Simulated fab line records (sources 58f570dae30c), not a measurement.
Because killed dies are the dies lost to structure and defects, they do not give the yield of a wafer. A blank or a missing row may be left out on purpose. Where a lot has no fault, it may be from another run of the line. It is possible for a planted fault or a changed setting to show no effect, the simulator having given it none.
Code-filled problem report in 8D (eight disciplines) form || flow berkeley_cmos170 || the parts of the form that need people (team, actions taken, sign-off) are left out

== 1. PROBLEM STATEMENT ==
Mean M1_AL_RS at UCB170_M1_RS_MEAS_01: 0.0347 ohm/sq over 6 wafers in 2 lots; fault-free wafers: 0.0487 ohm/sq, standard deviation 0.00058. That puts it -24 standard deviations away from the usual mean.
The step: measures by four-point-probe.
First seen on wafer L706.2, day 9 03:52, on film_metro-04. The record has a number at this step for 42 wafers belonging to 14 lots. By rule, "out" or "out of limits" means more than 4 standard deviations away from the usual mean. All remaining wafers that have a number are taken as sound.

== 2. WHAT IT IS, WHAT IT ISN'T ==
{"question": "which readings at this step", "is": "M1_AL_RS", "is not": "-"}
{"question": "which lots", "is": "L706, L710", "is not": "L698, L699, L700, L701, L703, L704, L705, L707, L715, L716, L718, L721"}
{"question": "which wafers of those lots", "is": "all that have a number", "is not": "-"}
{"question": "read on which gauges", "is": "film_metro-01, film_metro-04", "is not": "film_metro-02"}
{"question": "when", "is": "from day 9 03:52", "is not": "up to then (24 sound wafers); but 12 sound wafers of L715, L716, L718, L721 came after"}

== 3. SUSPECTS, AND WHAT RULES EACH OUT ==
Counting: a tool stays on the suspect list if, at a process step up to the reading, it processed all lots that are out and no sound lot following the first of them.
- the gauge at UCB170_M1_RS_MEAS_01 has been ruled out. Those wafers that are out were read across 2 gauges (film_metro-01, film_metro-04).
- pvd_sputter-01 at UCB170_M1_SPUTTER_00 (material Al, target thk 600 nm, time 80 s): kept. Every lot that is out went through it, starting with L706 (day 9 03:47), and after that it ran no sound lot; the last sound lot it ran before then is L705 (day 8 13:43).
After counting, what remains is pvd_sputter-01 at UCB170_M1_SPUTTER_00.

== 4. THE CAUSE (what the simulator had put in) ==
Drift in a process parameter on pvd_sputter-01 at UCB170_M1_SPUTTER_00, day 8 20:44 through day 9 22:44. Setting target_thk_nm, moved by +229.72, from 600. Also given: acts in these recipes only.
The count eliminated every tool but this one.

== 5. THE EFFECT CHAIN, in route order ==
Each row: a reading where the mean over the struck wafers with a number is more than 3 standard deviations away from the usual. Scope: only readings with a usual standard deviation given in the record; hours: median across lots of the time from each lot's start at the first step in this table that gives one to its start at this step; sigmas: change in usual standard deviations.
{"hours": 0, "step": "UCB170_M1_RS_MEAS_01", "reading": "M1_AL_RS", "usual": "0.0487 ohm/sq", "on struck wafers": 0.0347, "change": -0.0140, "sigmas": -24}
{"hours": 0, "step": "UCB170_M1_THK_MEAS_02", "reading": "M1_AL_THK", "usual": "602 nm", "on struck wafers": 841, "change": "+239", "sigmas": "+28"}
{"hours": 2, "step": "UCB170_M1_METAL_ETCH_12", "reading": "oes_product_au", "usual": "0.865 a.u.", "on struck wafers": 1.001, "change": "+0.136", "sigmas": "+9.0"}
Its process steps:
- UCB170_M1_METAL_ETCH_12: etches Al in Cl2/BCl3, stops on PSG, target depth 780 nm, time 130 s.

== 6. WHAT WOULD HAVE CAUGHT IT SOONER ==
7 hours passed between the start of the fault at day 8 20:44 and the first reading out of limits at a measuring or inspecting step in this record, taken at day 9 03:52.
Of the tool readings at UCB170_M1_SPUTTER_00 for which the record gives a usual standard deviation, none was out on any struck wafer, so an alarm limit of 4 standard deviations on them would not have fired.
Among the 2 lots that are out, L710 began UCB170_M1_SPUTTER_00 on pvd_sputter-01 after day 9 03:52. It would have been spared by a hold on the tool at that moment.
